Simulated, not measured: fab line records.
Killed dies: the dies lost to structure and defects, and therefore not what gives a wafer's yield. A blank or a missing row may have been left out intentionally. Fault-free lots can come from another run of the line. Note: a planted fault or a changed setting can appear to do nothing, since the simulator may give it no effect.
fab line records	flow berkeley_cmos170
record: lots: 5	wafers: 23
route steps=331 shown V1@263 M2@272 V2@299 M3@310
start_h: start of the lot's first displayed wafer, in hours after the record's first day	wait_h: how many hours have passed since the lot's step before this one	" the same as in the row above	L1.1+2: a row that stands for several wafers	- either no value or no given start	* or withheld: withheld	< > ~ a bound
route shown NAME@n: names a module that has steps shown in the file, with the first one's number in the route	usual: mean/standard deviation taken from wafers without a fault	same: alike in all rows	chamber/n: place in a boat	sites: per-site readings	_std_site: standard deviation of those values	_edge_site: outer sites' mean less inner sites'	radius_mm: for every site, how far away it sits from the centre of the wafer	mask NAME#n: copy n	behind: the tool/chamber that last shaped the wafer	hold: why the lot went on hold/how many hours it stayed there/how the hold came to an end	device: the transistor (n, p or np) that didn't switch	end of line: the route-end tests of the same wafers	where a step has no rows: the recipe by itself	killed: at the first sort, the dies lost to defects and structure; wafer yield is something else	map: the dies of a wafer, with x for killed, . for not killed, _ for no die there
set.NAME: the setting that was run; set.NAME@STEP: the one run at that earlier step	model.NAME: the simulator's own value behind a step, which no gauge read
lots run with intentionally changed settings; tables by step, rows by wafer
== steps ==
step: UCB170_V1_EXPOSE_09
recipe: mask_id: VIA1	target_cd_nm: 700	na: 0.5	sigma_outer: 0.6	source_shape: conventional	dose_mj: 37
lot.wafer	tool	chamber	start_h	wait_h	mask	set.dose_mj
L074.1+5	krf_scanner-01	0	135.05	0.1	VIA1#0	35.6
L074.2+4+6	"	0	"	"	VIA1#0	37
L075.2+3+4+5+6	krf_scanner-02	0	147.52	0.1	VIA1#0	37
L077.1+2+3+4+6	krf_scanner-01	0	162.48	0.1	VIA1#0	37
L079.2+3+5	krf_scanner-01	0	167.98	0.1	VIA1#0	37
L084.1+4+5	krf_scanner-02	0	193.52	0.1	VIA1#0	34.58
L084.2+3	"	0	"	"	VIA1#0	37
step: UCB170_V1_PEB_10
recipe: peb_temp_c: 130.5	peb_time_s: withheld	resist: KrF
step: UCB170_V1_DEVELOP_11
recipe: developer: TMAH	develop_time_s: 45	resist: KrF	dev_temp_c: 21
step: UCB170_V1_CD_MEAS_12
recipe: target_cd_nm: 700
usual: cd_nm: 700.1/1.2
lot.wafer	tool	chamber	start_h	wait_h	set.dose_mj@V1_EXPOSE_09	cd_nm
L074.1	cd_sem-02	-	135.78	-	35.6	694.0
L074.2	"	-	"	"	37	701.0
L074.4	"	-	"	"	37	701.8
L074.5	"	-	"	"	35.6	693.4
L074.6	"	-	"	"	37	700.9
L075.2	cd_sem-01	-	148.07	-	37	699.0
L075.3	"	-	"	"	37	700.3
L075.4	"	-	"	"	37	699.7
L075.5	"	-	"	"	37	700.0
L075.6	"	-	"	"	37	699.4
L077.1	cd_sem-01	-	162.87	-	37	701.4
L077.2	"	-	"	"	37	700.8
L077.3	"	-	"	"	37	699.6
L077.4	"	-	"	"	37	700.6
L077.6	"	-	"	"	37	701.8
L079.2	cd_sem-02	-	168.53	-	37	698.5
L079.3	"	-	"	"	37	698.2
L079.5	"	-	"	"	37	697.4
L084.1	cd_sem-01	-	193.91	-	34.58	689.2
L084.2	"	-	"	"	37	700.6
L084.3	"	-	"	"	37	698.9
L084.4	"	-	"	"	34.58	687.4
L084.5	"	-	"	"	34.58	688.1
step: UCB170_V1_ETCH_14
recipe: chemistry: CHF3/CF4/Ar	target: SiO2	stop_on: Al	CHF3_flow_sccm: 45	cf4_flow_sccm: 15	Ar_flow_sccm: 150	pressure_mtorr: 200	rf_w: 700	target_depth_a: 12500	over_etch_frac: 0.25	time_s: 291
lot.wafer	tool	chamber	start_h	wait_h	set.dose_mj@V1_EXPOSE_09	model.V1.cd_nm
L074.1	rie_diel-01	3	135.93	0.0	35.6	694.1
L074.2	"	0	"	"	37	701.7
L074.4	"	2	"	"	37	701.3
L074.5	"	0	"	"	35.6	693.4
L074.6	"	1	"	"	37	701.5
L075.2+6	rie_diel-03	1	148.21	0.0	37	699.1
L075.3+5	"	0	"	"	37	700.4
L075.4	"	2	"	"	37	699.7
L077.1	rie_diel-03	1	163.03	0.0	37	701.4
L077.2	"	3	"	"	37	701.8
L077.3	"	2	"	"	37	698.8
L077.4	"	0	"	"	37	701
L077.6	"	0	"	"	37	701.9
L079.2	rie_diel-01	3	168.67	0.0	37	698.6
L079.3	"	1	"	"	37	698.8
L079.5	"	2	"	"	37	697.1
L084.1	rie_diel-01	0	194.07	0.0	34.58	688.6
L084.2	"	2	"	"	37	701.1
L084.3	"	3	"	"	37	699.4
L084.4	"	1	"	"	34.58	688.1
L084.5	"	0	"	"	34.58	687.6
step: UCB170_V1_STRIP_15
recipe: chemistry: O2	power_w: 400	pressure_mtorr: 3500	platen_temp_c: withheld	o2_flow_sccm: 400	overash_fraction: 0.5
step: UCB170_V1_CD_MEAS_90
recipe: target_cd_nm: 700
usual: cd_nm: 700.4/1.3
lot.wafer	tool	chamber	start_h	wait_h	set.dose_mj@V1_EXPOSE_09	cd_nm
L074.1	cd_sem-02	-	136.21	0.1	35.6	694.2
L074.2	"	-	"	"	37	701.7
L074.4	"	-	"	"	37	701.5
L074.5	"	-	"	"	35.6	693.4
L074.6	"	-	"	"	37	701.2
L075.2	cd_sem-02	-	148.50	0.1	37	699.5
L075.3	"	-	"	"	37	700.3
L075.4	"	-	"	"	37	699.7
L075.5	"	-	"	"	37	700.2
L075.6	"	-	"	"	37	699.0
L077.1	cd_sem-01	-	163.30	0.1	37	701.0
L077.2	"	-	"	"	37	702.1
L077.3	"	-	"	"	37	699.1
L077.4	"	-	"	"	37	701.2
L077.6	"	-	"	"	37	701.8
L079.2	cd_sem-02	-	168.97	0.1	37	698.6
L079.3	"	-	"	"	37	698.8
L079.5	"	-	"	"	37	697.1
L084.1	cd_sem-01	-	194.34	0.1	34.58	688.5
L084.2	"	-	"	"	37	701.1
L084.3	"	-	"	"	37	699.3
L084.4	"	-	"	"	34.58	688.3
L084.5	"	-	"	"	34.58	687.7
step: UCB170_M2_SPUTTER_01
recipe: material: Al	target_thk_nm: 900	time_s: 120	power_w: 6000	chamber_pressure_pa: 0.5
lot.wafer	tool	chamber	start_h	wait_h	set.chamber_pressure_pa	model.Al_of_M2_SPUTTER_01.thk_nm
L074.1	pvd_sputter-02	-	136.40	0.0	0.5658	853.2
L074.2	"	-	"	"	0.5658	867.1
L074.4	"	-	"	"	0.5658	852.8
L074.5	"	-	"	"	0.5658	865
L074.6	"	-	"	"	0.5658	865.3
L075.2	pvd_sputter-01	-	148.67	0.0	0.5453	897.1
L075.3	"	-	"	"	0.5453	885.7
L075.4	"	-	"	"	0.5453	893.8
L075.5	"	-	"	"	0.5453	895.3
L075.6	"	-	"	"	0.5453	881.9
L077.1	pvd_sputter-03	-	163.49	0.0	0.4334	940.8
L077.2	"	-	"	"	0.4334	933.5
L077.3	"	-	"	"	0.4334	946.1
L077.4	"	-	"	"	0.4334	949.4
L077.6	"	-	"	"	0.4334	943.4
L079.2	pvd_sputter-02	-	169.13	0.0	0.5	887.8
L079.3	"	-	"	"	0.5	893
L079.5	"	-	"	"	0.5	889.2
L084.1	pvd_sputter-01	-	194.53	0.0	0.5731	870
L084.2	"	-	"	"	0.5731	849.7
L084.3	"	-	"	"	0.5731	860.1
L084.4	"	-	"	"	0.5731	856.2
L084.5	"	-	"	"	0.5731	847.7
step: UCB170_M2_EXPOSE_12
recipe: mask_id: METAL2	target_cd_nm: 700	na: 0.5	sigma_outer: 0.6	source_shape: conventional	dose_mj: 26
lot.wafer	tool	chamber	start_h	wait_h	mask	set.dose_mj
L074.1+2+4+5+6	krf_scanner-01	0	137.96	-	METAL2#0	26
L075.2+3+5	krf_scanner-01	0	150.13	-	METAL2#0	24.19
L075.4+6	"	0	"	"	METAL2#0	26
L077.1+6	krf_scanner-01	0	165.42	-	METAL2#0	26
L077.2+3+4	"	0	"	"	METAL2#0	25.2
L079.2+3+5	krf_scanner-02	0	170.83	-	METAL2#0	26
L084.1+2+3	krf_scanner-02	0	196.48	-	METAL2#0	26
L084.4+5	"	0	"	"	METAL2#0	27.25
step: UCB170_M2_DEVELOP_14
recipe: developer: TMAH	develop_time_s: 45	resist: KrF	dev_temp_c: 21
lot.wafer	tool	chamber	start_h	wait_h	set.develop_time_s
L074.1+5+6	litho_track-02	0	-	-	50.51
L074.2+4	"	0	"	"	45
L075.2+3+6	litho_track-04	0	-	-	49.24
L075.4+5	"	0	"	"	45
L077.1+2+3+4+6	litho_track-04	0	-	-	45
L079.2+3+5	litho_track-04	0	-	-	45
L084.1+3	litho_track-01	0	-	-	45
L084.2+4+5	"	0	"	"	39.31
step: UCB170_M2_CD_MEAS_15
recipe: target_cd_nm: 700
usual: cd_nm: 699.7/0.85
lot.wafer	tool	chamber	start_h	wait_h	set.dose_mj@M2_EXPOSE_12	cd_nm
L074.1	cd_sem-02	-	138.38	-	26	699.1
L074.2	"	-	"	"	26	700.6
L074.4	"	-	"	"	26	700.0
L074.5	"	-	"	"	26	699.8
L074.6	"	-	"	"	26	698.9
L075.2	cd_sem-01	-	150.52	-	24.19	712.8
L075.3	"	-	"	"	24.19	711.1
L075.4	"	-	"	"	26	700.4
L075.5	"	-	"	"	24.19	713.0
L075.6	"	-	"	"	26	699.4
L077.1	cd_sem-02	-	166.05	-	26	700.4
L077.2	"	-	"	"	25.2	705.0
L077.3	"	-	"	"	25.2	705.3
L077.4	"	-	"	"	25.2	705.4
L077.6	"	-	"	"	26	700.8
L079.2	cd_sem-01	-	171.23	-	26	698.1
L079.3	"	-	"	"	26	699.2
L079.5	"	-	"	"	26	698.7
L084.1	cd_sem-01	-	196.87	-	26	699.8
L084.2	"	-	"	"	26	701.1
L084.3	"	-	"	"	26	698.9
L084.4	"	-	"	"	27.25	692.5
L084.5	"	-	"	"	27.25	692.4
step: UCB170_M2_ETCH_17
recipe: chemistry: N2/H2	target_depth_a: withheld	overetch_a: withheld	target: BARC	time_s: withheld	source_w: 500	bias_w: 100	pressure_mtorr: 30	n2_flow_sccm: 100	h2_flow_sccm: 200
lot.wafer	tool	chamber	start_h	wait_h	set.dose_mj@M2_EXPOSE_12	model.M2.cd_nm
L074.1	rie_diel-01	0	138.54	0.0	26	699.2
L074.2	"	2	"	"	26	700.5
L074.4+5	"	3,2	"	"	26	699.8
L074.6	"	3	"	"	26	698.2
L075.2	rie_diel-01	3	150.66	0.0	24.19	712.6
L075.3	"	2	"	"	24.19	710.8
L075.4	"	1	"	"	26	699.9
L075.5	"	1	"	"	24.19	711.8
L075.6	"	2	"	"	26	699.2
L077.1	rie_diel-02	3	166.20	0.0	26	700.4
L077.2	"	1	"	"	25.2	705.2
L077.3	"	2	"	"	25.2	704.9
L077.4	"	0	"	"	25.2	705.7
L077.6	"	3	"	"	26	700.7
L079.2	rie_diel-04	0	171.36	0.0	26	698.8
L079.3	"	1	"	"	26	698.9
L079.5	"	2	"	"	26	699.1
L084.1	rie_diel-01	0	197.03	0.0	26	700
L084.2	"	2	"	"	26	700.8
L084.3	"	1	"	"	26	698
L084.4	"	0	"	"	27.25	692.4
L084.5	"	2	"	"	27.25	691.9
step: UCB170_M2_METAL_ETCH_18
recipe: chemistry: Cl2/BCl3	target: Al	stop_on: SiO2	pressure_mtorr: 12	target_depth_a: 11700	over_etch_frac: 0.3	time_s: 199.2	icp_w: 600	bias_w: 120	Cl2_flow_sccm: 90	bcl3_flow_sccm: 45
lot.wafer	tool	chamber	start_h	wait_h	set.dose_mj@M2_EXPOSE_12	model.M2.cd_nm
L074.1	rie_metal-03	0	138.58	-	26	696.8
L074.2	"	1	"	"	26	694.8
L074.4	"	0	"	"	26	697.8
L074.5	"	1	"	"	26	694.5
L074.6	"	0	"	"	26	695.5
L075.2	rie_metal-04	0	150.76	-	24.19	710.5
L075.3	"	0	"	"	24.19	710.2
L075.4	"	0	"	"	26	698.1
L075.5	"	0	"	"	24.19	709.8
L075.6	"	0	"	"	26	695.7
L077.1	rie_metal-03	0	166.25	-	26	700.2
L077.2+4	"	1	"	"	25.2	702.9
L077.3	"	0	"	"	25.2	701.4
L077.6	"	0	"	"	26	697.8
L079.2	rie_metal-02	1	171.40	-	26	699.2
L079.3	"	1	"	"	26	698.4
L079.5	"	0	"	"	26	701.8
L084.1	rie_metal-04	0	197.07	-	26	701.9
L084.2	"	1	"	"	26	702
L084.3	"	0	"	"	26	703.4
L084.4	"	1	"	"	27.25	695.8
L084.5	"	1	"	"	27.25	690.5
step: UCB170_M2_STRIP_19
recipe: chemistry: O2	power_w: 400	pressure_mtorr: 3500	platen_temp_c: withheld	o2_flow_sccm: 400	overash_fraction: 0.5
step: UCB170_M2_CD_MEAS_90
recipe: target_cd_nm: 700
usual: cd_nm: 700.3/2.7
lot.wafer	tool	chamber	start_h	wait_h	set.dose_mj@M2_EXPOSE_12	cd_nm
L074.1	cd_sem-01	-	138.87	0.1	26	697.1
L074.2	"	-	"	"	26	695.3
L074.4	"	-	"	"	26	697.5
L074.5	"	-	"	"	26	694.3
L074.6	"	-	"	"	26	695.4
L075.2	cd_sem-01	-	151.19	0.1	24.19	710.3
L075.3	"	-	"	"	24.19	710.3
L075.4	"	-	"	"	26	698.2
L075.5	"	-	"	"	24.19	709.9
L075.6	"	-	"	"	26	695.9
L077.1	cd_sem-02	-	166.53	0.1	26	699.9
L077.2	"	-	"	"	25.2	702.8
L077.3	"	-	"	"	25.2	701.0
L077.4	"	-	"	"	25.2	702.9
L077.6	"	-	"	"	26	697.8
L079.2	cd_sem-01	-	171.71	0.1	26	699.2
L079.3	"	-	"	"	26	698.6
L079.5	"	-	"	"	26	701.8
L084.1	cd_sem-01	-	197.36	0.1	26	702.2
L084.2	"	-	"	"	26	702.3
L084.3	"	-	"	"	26	702.8
L084.4	"	-	"	"	27.25	695.9
L084.5	"	-	"	"	27.25	690.2
step: UCB170_V2_COAT_07
recipe: resist: KrF	spin_rpm: 1500	resist_thk_nm: 900
lot.wafer	tool	chamber	start_h	wait_h	set.spin_rpm	model.KrF_of_V2_COAT_07.thk_nm
L074.1	litho_track-02	0	140.01	0.1	1500	899.4
L074.2	"	0	"	"	1579	875.3
L074.4	"	0	"	"	1500	900.1
L074.5	"	0	"	"	1500	900
L074.6	"	0	"	"	1579	877.8
L075.2	litho_track-03	0	153.10	0.1	1564	877
L075.3	"	0	"	"	1500	898.3
L075.4	"	0	"	"	1500	898.1
L075.5	"	0	"	"	1564	878.9
L075.6	"	0	"	"	1500	899
L077.1	litho_track-02	0	167.90	0.1	1576	878.2
L077.2	"	0	"	"	1500	899.2
L077.3	"	0	"	"	1576	878.9
L077.4	"	0	"	"	1576	875.7
L077.6	"	0	"	"	1500	901.3
L079.2	litho_track-01	0	173.21	0.1	1500	899.9
L079.3	"	0	"	"	1500	897.9
L079.5	"	0	"	"	1500	901.2
L084.1	litho_track-03	0	198.86	0.1	1500	899
L084.2	"	0	"	"	1500	902.7
L084.3+4	"	0	"	"	1500	900.1
L084.5	"	0	"	"	1500	899.5
step: UCB170_V2_SOFTBAKE_08
recipe: resist: KrF	temp_c: 130	time_s: 60
step: UCB170_V2_EXPOSE_09
recipe: mask_id: VIA2	target_cd_nm: 700	na: 0.5	sigma_outer: 0.6	source_shape: conventional	dose_mj: 37
step: UCB170_V2_ETCH_14
recipe: chemistry: CHF3/CF4/Ar	target: SiO2	stop_on: Al	CHF3_flow_sccm: 45	cf4_flow_sccm: 15	Ar_flow_sccm: 150	pressure_mtorr: 200	rf_w: 700	target_depth_a: 12500	over_etch_frac: 0.25	time_s: 291
lot.wafer	tool	chamber	start_h	wait_h	set.spin_rpm@V2_COAT_07	model.KrF_of_V2_COAT_07.thk_nm
L074.1	rie_diel-01	0	141.19	0.0	1500	619.6
L074.2	"	1	"	"	1579	577.9
L074.4	"	3	"	"	1500	614.1
L074.5	"	0	"	"	1500	617.3
L074.6	"	3	"	"	1579	591.9
L075.2	rie_diel-01	0	154.11	0.0	1564	599.4
L075.3	"	2	"	"	1500	598.8
L075.4	"	3	"	"	1500	613.7
L075.5	"	0	"	"	1564	597.8
L075.6	"	3	"	"	1500	612.2
L077.1	rie_diel-02	1	168.87	0.0	1576	580.3
L077.2	"	3	"	"	1500	604.4
L077.3	"	2	"	"	1576	579.2
L077.4	"	0	"	"	1576	578.2
L077.6	"	0	"	"	1500	607.1
L079.2	rie_diel-02	3	174.03	0.0	1500	606.3
L079.3	"	1	"	"	1500	602.1
L079.5	"	2	"	"	1500	604.1
L084.1	rie_diel-03	0	200.31	0.0	1500	608.4
L084.2	"	3	"	"	1500	609.8
L084.3	"	3	"	"	1500	602.6
L084.4	"	0	"	"	1500	610.7
L084.5	"	3	"	"	1500	603.4
step: UCB170_V2_STRIP_15
recipe: chemistry: O2	power_w: 400	pressure_mtorr: 3500	platen_temp_c: withheld	o2_flow_sccm: 400	overash_fraction: 0.5
usual: strip_time_to_endpoint_s: 15.24/0.14
lot.wafer	tool	chamber	start_h	wait_h	set.spin_rpm@V2_COAT_07	strip_time_to_endpoint_s
L074.1	plasma_asher-03	1	141.37	0.1	1500	15.54
L074.2	"	0	"	"	1579	14.54
L074.4	"	0	"	"	1500	15.41
L074.5	"	1	"	"	1500	15.49
L074.6	"	0	"	"	1579	14.88
L075.2	plasma_asher-02	0	154.29	0.1	1564	15.06
L075.3	"	1	"	"	1500	15.04
L075.4	"	0	"	"	1500	15.40
L075.5	"	1	"	"	1564	15.02
L075.6	"	0	"	"	1500	15.36
L077.1	plasma_asher-03	0	169.05	0.1	1576	14.60
L077.2	"	1	"	"	1500	15.19
L077.3	"	0	"	"	1576	14.58
L077.4	"	1	"	"	1576	14.56
L077.6	"	1	"	"	1500	15.25
L079.2	plasma_asher-03	1	174.21	0.1	1500	15.23
L079.3	"	0	"	"	1500	15.12
L079.5	"	0	"	"	1500	15.18
L084.1	plasma_asher-04	0	200.58	0.2	1500	15.26
L084.2	"	1	"	"	1500	15.30
L084.3	"	0	"	"	1500	15.12
L084.4	"	1	"	"	1500	15.34
L084.5	"	1	"	"	1500	15.15
step: UCB170_M3_SPUTTER_01
recipe: material: Al	target_thk_nm: 900	time_s: 120	power_w: 6000	chamber_pressure_pa: 0.5
lot.wafer	tool	chamber	start_h	wait_h	set.power_w	model.Al_of_M3_SPUTTER_01.thk_nm
L074.1	pvd_sputter-01	-	141.66	0.0	6000	920
L074.2	"	-	"	"	6000	905.4
L074.4	"	-	"	"	5527	829.6
L074.5	"	-	"	"	6000	905.3
L074.6	"	-	"	"	5527	833.5
L075.2	pvd_sputter-03	-	154.57	0.0	6000	899.8
L075.3	"	-	"	"	6530	980.7
L075.4	"	-	"	"	6000	905.4
L075.5	"	-	"	"	6530	977.3
L075.6	"	-	"	"	6000	897.4
L077.1	pvd_sputter-04	-	169.34	0.0	6000	894.4
L077.2	"	-	"	"	6000	885.7
L077.3	"	-	"	"	5588	826.6
L077.4	"	-	"	"	5588	840.8
L077.6	"	-	"	"	6000	894.6
L079.2	pvd_sputter-01	-	174.50	0.0	6000	894.7
L079.3	"	-	"	"	6000	899.3
L079.5	"	-	"	"	6000	890.4
L084.1	pvd_sputter-03	-	200.87	0.0	6000	882.9
L084.2	"	-	"	"	6510	969.2
L084.3	"	-	"	"	6000	897
L084.4	"	-	"	"	6510	975.9
L084.5	"	-	"	"	6000	885.6
step: UCB170_M3_RS_MEAS_02
recipe: thk_meas_gauge: four-point-probe	reads: Al_of_M3_SPUTTER_01
usual: M3_AL_RS: 0.0322/0.00034
lot.wafer	tool	chamber	start_h	wait_h	set.power_w@M3_SPUTTER_01	M3_AL_RS[ohm/sq]
L074.1	film_metro-01	-	141.74	0.0	6000	0.0315
L074.2	"	-	"	"	6000	0.0320
L074.4	"	-	"	"	5527	0.0350
L074.5	"	-	"	"	6000	0.0320
L074.6	"	-	"	"	5527	0.0347
L075.2	film_metro-01	-	154.68	0.1	6000	0.0322
L075.3	"	-	"	"	6530	0.0295
L075.4	"	-	"	"	6000	0.0320
L075.5	"	-	"	"	6530	0.0296
L075.6	"	-	"	"	6000	0.0323
L077.1	film_metro-01	-	169.42	0.0	6000	0.0323
L077.2	"	-	"	"	6000	0.0327
L077.3	"	-	"	"	5588	0.0351
L077.4	"	-	"	"	5588	0.0345
L077.6	"	-	"	"	6000	0.0325
L079.2	film_metro-04	-	174.60	0.1	6000	0.0324
L079.3	"	-	"	"	6000	0.0321
L079.5	"	-	"	"	6000	0.0325
L084.1	film_metro-04	-	200.95	0.0	6000	0.0327
L084.2	"	-	"	"	6510	0.0298
L084.3	"	-	"	"	6000	0.0322
L084.4	"	-	"	"	6510	0.0296
L084.5	"	-	"	"	6000	0.0327
step: UCB170_M3_THK_MEAS_03
recipe: thk_meas_gauge: xrf	reads: Al_of_M3_SPUTTER_01
usual: M3_AL_THK: 896/10
lot.wafer	tool	chamber	start_h	wait_h	set.power_w@M3_SPUTTER_01	M3_AL_THK[nm]
L074.1	film_metro-01	-	141.86	0.1	6000	924
L074.2	"	-	"	"	6000	907
L074.4	"	-	"	"	5527	833
L074.5	"	-	"	"	6000	910
L074.6	"	-	"	"	5527	836
L075.2	film_metro-01	-	154.79	0.1	6000	903
L075.3	"	-	"	"	6530	983
L075.4	"	-	"	"	6000	912
L075.5	"	-	"	"	6530	981
L075.6	"	-	"	"	6000	898
L077.1	film_metro-01	-	169.54	0.1	6000	898
L077.2	"	-	"	"	6000	892
L077.3	"	-	"	"	5588	827
L077.4	"	-	"	"	5588	845
L077.6	"	-	"	"	6000	896
L079.2	film_metro-04	-	174.71	0.1	6000	893
L079.3	"	-	"	"	6000	896
L079.5	"	-	"	"	6000	881
L084.1	film_metro-04	-	201.07	0.1	6000	886
L084.2	"	-	"	"	6510	973
L084.3	"	-	"	"	6000	896
L084.4	"	-	"	"	6510	980
L084.5	"	-	"	"	6000	888
== key ==
split: step: UCB170_V1_EXPOSE_09	setting: dose_mj	stated: 37	by: wafer
response: step: UCB170_V1_CD_MEAS_12	reading: cd_nm	change: +1.82	per: 1%	r: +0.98
response: step: UCB170_V1_ETCH_14	reading: model.V1.cd_nm	change: +1.91	per: 1%	r: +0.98
response: step: UCB170_V1_CD_MEAS_90	reading: cd_nm	change: +1.89	per: 1%	r: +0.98
split: step: UCB170_M2_SPUTTER_01	setting: chamber_pressure_pa	stated: 0.5	by: lot
response: step: UCB170_M2_SPUTTER_01	reading: model.Al_of_M2_SPUTTER_01.thk_nm	change: -2.89	per: 1%	r: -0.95
split: step: UCB170_M2_EXPOSE_12	setting: dose_mj	stated: 26	by: wafer
response: step: UCB170_M2_CD_MEAS_15	reading: cd_nm	change: -1.68	per: 1%	r: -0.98
response: step: UCB170_M2_ETCH_17	reading: model.M2.cd_nm	change: -1.67	per: 1%	r: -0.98
response: step: UCB170_M2_METAL_ETCH_18	reading: model.M2.cd_nm	change: -1.82	per: 1%	r: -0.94
response: step: UCB170_M2_CD_MEAS_90	reading: cd_nm	change: -1.81	per: 1%	r: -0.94
split: step: UCB170_M2_DEVELOP_14	setting: develop_time_s	stated: 45	by: wafer
response none clear
split: step: UCB170_V2_COAT_07	setting: spin_rpm	stated: 1500	by: wafer
response: step: UCB170_V2_COAT_07	reading: model.KrF_of_V2_COAT_07.thk_nm	change: -4.54	per: 1%	r: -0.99
response: step: UCB170_V2_ETCH_14	reading: model.KrF_of_V2_COAT_07.thk_nm	change: -4.82	per: 1%	r: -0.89
response: step: UCB170_V2_STRIP_15	reading: strip_time_to_endpoint_s	change: *	per: 1%	r: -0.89
split: step: UCB170_M3_SPUTTER_01	setting: power_w	stated: 6000	by: wafer
response: step: UCB170_M3_SPUTTER_01	reading: model.Al_of_M3_SPUTTER_01.thk_nm	change: +9.33	per: 1%	r: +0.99
response: step: UCB170_M3_RS_MEAS_02	reading: M3_AL_RS	change: -0.000332	per: 1%	r: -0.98
response: step: UCB170_M3_THK_MEAS_03	reading: M3_AL_THK	change: +9.43	per: 1%	r: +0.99
